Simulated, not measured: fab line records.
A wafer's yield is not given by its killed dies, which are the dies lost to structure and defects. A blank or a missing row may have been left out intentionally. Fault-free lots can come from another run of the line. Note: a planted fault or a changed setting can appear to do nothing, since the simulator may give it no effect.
One fault through the eyes of 2 desks / flow rit-cmos / only its own numbers are on each desk; what lay behind them is given at the end

== THE METROLOGY DESK ==
Means of the sampled wafers that have a number, per lot and without regard to the tool the lot ran on: this is what the gauges read. The brackets show how far a lot's mean lies from the usual mean; more than 4 standard deviations puts the lot out of limits, marked OUT.
Columns: A = cd-nm at RIT_GATE_CD_MEAS_16, usual 152.3 nm; B = NLDD_OVL at RIT_NLDD_OVL_MEAS_06, usual -0.5 nm; C = NLDD_RS at RIT_SDANNEAL_RS_MEAS_07, usual 151.5 ohm/sq; D = SILICIDE_TI_RS at RIT_SILICIDE_RS_MEAS_02, usual 48.2 ohm/sq; E = SILICIDE_TI_THK at RIT_SILICIDE_THK_MEAS_03, usual 29.7 nm
lot=L788; first seen here=day 2 12:02; A=151.3; B=-0.6; C=151.7; D=47.8; E=29.8
lot=L789; first seen here=day 2 16:59; A=151.2; B=-2.0; C=151.4; D=47.8; E=29.7
lot=L792; first seen here=day 3 10:25; A=150.5; B=-3.8; C=151.9; D=47.5; E=30.1
lot=L793; first seen here=day 3 13:55; A=149.8; B=-0.2; C=152.5; D=85.4 (+50) OUT; E=22.5 (-21) OUT
lot=L795; first seen here=day 4 02:31; A=150.7; B=0.7; C=151.8; D=84.2 (+49) OUT; E=22.6 (-20) OUT
lot=L796; first seen here=day 4 05:14; A=151.7; B=0.5; C=151.2; D=48.3; E=29.8
lot=L798; first seen here=day 4 15:22; A=155.4; B=-1.3; C=151.1; D=47.0; E=30.2
lot=L800; first seen here=day 5 00:40; A=151.8; B=-0.1; C=152.2; D=48.5; E=29.5
lot=L802; first seen here=day 5 12:25; A=150.7; B=1.1; C=151.3; D=47.9; E=30.0
lot=L804; first seen here=day 5 21:52; A=151.3; B=-2.5; C=150.5; D=48.1; E=29.6
lot=L806; first seen here=day 6 08:56; A=155.5; B=-1.2; C=151.5; D=49.5; E=29.3
lot=L808; first seen here=day 6 23:19; A=151.5; B=-1.9; C=150.9; D=47.6; E=29.8
lot=L810; first seen here=day 7 08:25; A=153.2; B=-1.5; C=151.4; D=47.3; E=30.3
This desk finds L793, L795 out of limits, with the earliest case on L793 at day 4 03:55 (SILICIDE_TI_RS at RIT_SILICIDE_RS_MEAS_02). Within limits: L788, L789, L792, L796, L798, L800, L802, L804, L806, L808, L810.

== TOOL OWNER'S DESK, pvd-sputter-04 ==
The tool's own readings at RIT_SILICIDE_SPUTTER_01 (material Ti, target thk 30 nm, time 240 s): means of the sampled wafers that have a number, for each lot that ran on this tool. The brackets show how far a lot's mean lies from the usual mean; more than 4 standard deviations puts the lot out of limits, marked OUT.
Columns: A = throttle-valve-pct at RIT_SILICIDE_SPUTTER_01, usual 30.2 %
lot=L789; first seen here=day 3 07:36; A=31.6
lot=L793; first seen here=day 4 03:44; A=30.9
lot=L795; first seen here=day 4 15:49; A=30.8
Result from this desk: across the 3 lots, nothing is out of limits.

== ALL TOGETHER ==
An alarm was possible from the metrology desk at day 4 03:55, on L793, L795.
The desk of the tool owner found nothing out of limits.
On record at the tool owner's desk: L793, L795, within its limits.
Every lot named ran RIT_SILICIDE_SPUTTER_01 on pvd-sputter-04.

== WHAT THE SIMULATOR HAD INSERTED ==
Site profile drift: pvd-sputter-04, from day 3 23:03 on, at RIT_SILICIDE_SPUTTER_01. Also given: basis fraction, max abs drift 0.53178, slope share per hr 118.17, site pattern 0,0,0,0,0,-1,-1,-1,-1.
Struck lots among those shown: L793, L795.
Hours from the fault's start to each desk's first reading out of limits: the metrology desk, 5.
